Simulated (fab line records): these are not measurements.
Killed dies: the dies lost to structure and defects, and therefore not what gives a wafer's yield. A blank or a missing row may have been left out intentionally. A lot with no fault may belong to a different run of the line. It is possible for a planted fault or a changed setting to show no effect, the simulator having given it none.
The tool behind it: which one? -- flow rit_cmos -- Sampling: 14 lots, 42 wafers, 2 of 202 route steps

WHAT THE GAUGES READ, wafer by wafer
RIT_ACTIVE_CD_MEAS_11: target cd 1400 nm. Usual: cd_nm at 1399.4 nm, with a standard deviation of 2.3.
lot,measured,on,cd_nm (nm),flag
L317,day 1 14:35,cd_sem-01,1399.5 1399.8 1399.6,
L318,day 1 19:35,cd_sem-01,1398.5 1398.2 1401.5,
L319,day 2 00:58,cd_sem-01,1398.9 1399.2 1397.5,
L321,day 2 10:28,cd_sem-01,1400.7 1399.5 1401.3,
L322,day 2 15:34,cd_sem-02,1401.6 1402.6 1403.6,
L324,day 3 04:15,cd_sem-02,1402.2 1399.2 1399.5,
L325,day 3 06:34,cd_sem-01,1400.0 1399.0 1399.9,
L326,day 3 11:36,cd_sem-01,1400.8 1399.7 1396.9,
L327,day 3 17:48,cd_sem-02,1402.5 1401.7 1401.2,
L328,day 3 21:37,cd_sem-01,1401.2 1398.4 1399.3,
L330,day 4 08:16,cd_sem-01,1394.5 1396.1 1393.2,
L335,day 5 08:44,cd_sem-02,1331.1 1333.8 1330.7,OFF
L336,day 5 13:26,cd_sem-02,1347.4 1346.1 1347.9,OFF
L340,day 6 09:28,cd_sem-02,1398.6 1399.2 1397.6,

EACH LOT AND THE TOOL THAT RAN IT (in order: tool; ch and the chambers of the sampled wafers; start)
lot,RIT_ACTIVE_COAT_06
L317,"litho_track-04 ch 0, day 1 13:46"
L318,"litho_track-02 ch 0, day 1 18:46"
L319,"litho_track-01 ch 0, day 2 00:16"
L321,"litho_track-02 ch 0, day 2 09:46"
L322,"litho_track-01 ch 0, day 2 14:44"
L324,"litho_track-01 ch 0, day 3 03:17"
L325,"litho_track-01 ch 0, day 3 05:44"
L326,"litho_track-04 ch 0, day 3 10:47"
L327,"litho_track-04 ch 0, day 3 16:59"
L328,"litho_track-02 ch 0, day 3 20:49"
L330,"litho_track-02 ch 0, day 4 07:34"
L335,"litho_track-01 ch 0, day 5 07:52"
L336,"litho_track-01 ch 0, day 5 12:44"
L340,"litho_track-04 ch 0, day 6 08:46"
- RIT_ACTIVE_COAT_06: resist thk 1000 nm.

AS READ BY THE TOOLS THEMSELVES (means over the sampled wafers that have a number; for cases with no such wafer, the mark the record gives instead)
The record holds no such reading with a usual standard deviation.

THE ANSWER, worked out from the rows above alone
Rule: a lot is off if the mean of its wafers that have a number lies more than 3 standard deviations from the usual mean. A lot without any number at a reading at which 4 lots or more have one is off too. Where the step has rows for the other lots, those lots are counted as sound. After the gauges, taken in route order, come the tools' own readings; for these a lot's mean is taken, as printed above. The first step at which some lot is off is used, and at that step the reading that is off furthest; a lot without a number counts as furthest.
Off at RIT_ACTIVE_CD_MEAS_11 (cd_nm): L335, L336.
If a tool, at a process step before that reading, ran all the lots that are off and no sound lot after the first of them, it fits. Those tools and the gauges at RIT_ACTIVE_CD_MEAS_11 are tried in the same way. One fits: RIT_ACTIVE_COAT_06 on litho_track-01. A fault onset in the window from L325 (day 3 05:44, its last sound lot) to L335 (day 5 07:52, its first lot off) fits.

WHAT WAS PUT IN BY THE SIMULATOR
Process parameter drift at RIT_ACTIVE_COAT_06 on litho_track-01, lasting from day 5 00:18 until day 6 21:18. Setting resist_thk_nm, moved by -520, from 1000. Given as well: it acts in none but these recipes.
Shown lots that were struck: L335, L336. Same finding as the rule above.
